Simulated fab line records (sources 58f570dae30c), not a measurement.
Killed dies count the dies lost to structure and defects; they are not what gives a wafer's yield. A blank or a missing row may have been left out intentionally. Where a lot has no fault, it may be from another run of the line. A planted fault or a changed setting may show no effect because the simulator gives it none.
Matching of chambers ; flow berkeleyCmos170 ; 4 sister chambers for UCB170_V2_ETCH_14 on rieDiel-03
The step etches SiO2 in CHF3/CF4/Ar, stops on Al, target depth 1250 nm, time 291 s. 4 wafers are shown with their chamber, then 7 later ones without.

WAFERS WITH THEIR CHAMBER
wafer;chamber;throttleValvePct (%)
L885.2;2;7.10
L885.3;1;6.87
L889.2;3;6.85
L889.4;0;7.13

WAFERS MISSING THEIR CHAMBER
wafer;throttleValvePct (%)
L889.6;6.83
L890.2;6.86
L890.4;6.86
L890.6;7.13
L888.2;6.83
L888.3;7.10
L888.6;6.84

WHICH CHAMBER EACH WENT THROUGH
wafer;from the rows above;in truth
L889.6;can't be placed: 3 or 1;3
L890.2;can't be placed: 1 or 3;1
L890.4;can't be placed: 1 or 3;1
L890.6;0;0
L888.2;can't be placed: 3 or 1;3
L888.3;2;2
L888.6;can't be placed: 3 or 1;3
Correctly placed: 2 of 7. From these rows, 5 cannot be placed; in 5 the true chamber is one of the candidates. Wrongly placed: 0.
How it was worked out, from the rows above alone: a wafer's distance from a chamber is the root of the sum, over the readings, of the square of ((its reading less the chamber's mean) divided by the reading's scatter). If the next closest chamber is less than 2 further off than the closest, the wafer can't be placed; otherwise it belongs to the closest. For every chamber, the mean is computed from those of its wafers that are shown. The scatter (one wafer shown for each chamber): square how far every hidden wafer sits from the nearest shown wafer, average those squares and take the square root.
